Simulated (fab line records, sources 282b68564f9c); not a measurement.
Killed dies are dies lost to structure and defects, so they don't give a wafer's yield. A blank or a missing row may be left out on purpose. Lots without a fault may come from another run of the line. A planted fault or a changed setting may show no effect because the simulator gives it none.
Which tool did it? | flow rit_cmos | 15 lots, 45 wafers sampled, at 1 step of a route of 202

WHAT THE GAUGES READ, wafer by wafer
The record holds no reading of a measuring or inspecting step that can be judged against a usual standard deviation.

WHICH TOOL RAN EACH LOT (tool, then ch and the chambers of the sampled wafers, then the start)
lot  | RIT_NLDD_PEB_04
L969 | litho_track-03 ch 0, day 3 02:23
L971 | litho_track-02 ch 0, day 3 09:23
L973 | litho_track-04 ch 0, day 3 20:16
L974 | litho_track-02 ch 0, day 3 23:41
L975 | litho_track-04 ch 0, day 4 03:37
L979 | litho_track-02 ch 0, day 4 23:53
L980 | litho_track-04 ch 0, day 5 05:08
L983 | litho_track-02, day 5 21:11
L984 | litho_track-02, day 6 00:46
L985 | litho_track-02, day 6 05:56
L986 | litho_track-03 ch 0, day 6 12:24
L988 | litho_track-02 ch 0, day 6 21:37
L989 | litho_track-02 ch 0, day 7 01:22
L990 | litho_track-02 ch 0, day 7 07:13
L991 | litho_track-02 ch 0, day 7 11:41
- RIT_NLDD_PEB_04

WHAT THE TOOLS THEMSELVES READ (means of the sampled wafers that have a number; where no wafer has one, the mark that the record gives instead)
RIT_NLDD_PEB_04. Usual: exhaust_pa 45.1 Pa, standard deviation 0.92.
lot  | tool           | exhaust_pa (Pa) | flag
L969 | litho_track-03 | 45.6            |
L971 | litho_track-02 | 45.1            |
L973 | litho_track-04 | 44.6            |
L974 | litho_track-02 | 45.7            |
L975 | litho_track-04 | 45.1            |
L979 | litho_track-02 | 45.3            |
L980 | litho_track-04 | 44.5            |
L983 | litho_track-02 | -               | OFF
L984 | litho_track-02 | -               | OFF
L985 | litho_track-02 | -               | OFF
L986 | litho_track-03 | 44.6            |
L988 | litho_track-02 | 46.0            |
L989 | litho_track-02 | 45.9            |
L990 | litho_track-02 | 45.8            |
L991 | litho_track-02 | 44.1            |

THE ANSWER, worked out from the rows above alone
Rule: a lot is off if the mean of its wafers that have a number lies more than 3 standard deviations from the usual mean. A lot without any number at a reading at which 4 lots or more have one is off too. The other lots that the step has rows for count as sound. The gauges are gone through in route order, then the tools' own readings, and for those a lot's mean is taken as printed above. The first step at which some lot is off is used, and at that step the reading that is off furthest; a lot without a number counts as furthest.
Off: L983, L984, L985, at RIT_NLDD_PEB_04 (exhaust_pa). Without a number there: L983, L984, L985.
A tool fits if, at that step or a process step before it, it ran every lot that is off, and no sound lot after the first of them. None of those tried fits.

WHAT THE SIMULATOR HAD PUT IN
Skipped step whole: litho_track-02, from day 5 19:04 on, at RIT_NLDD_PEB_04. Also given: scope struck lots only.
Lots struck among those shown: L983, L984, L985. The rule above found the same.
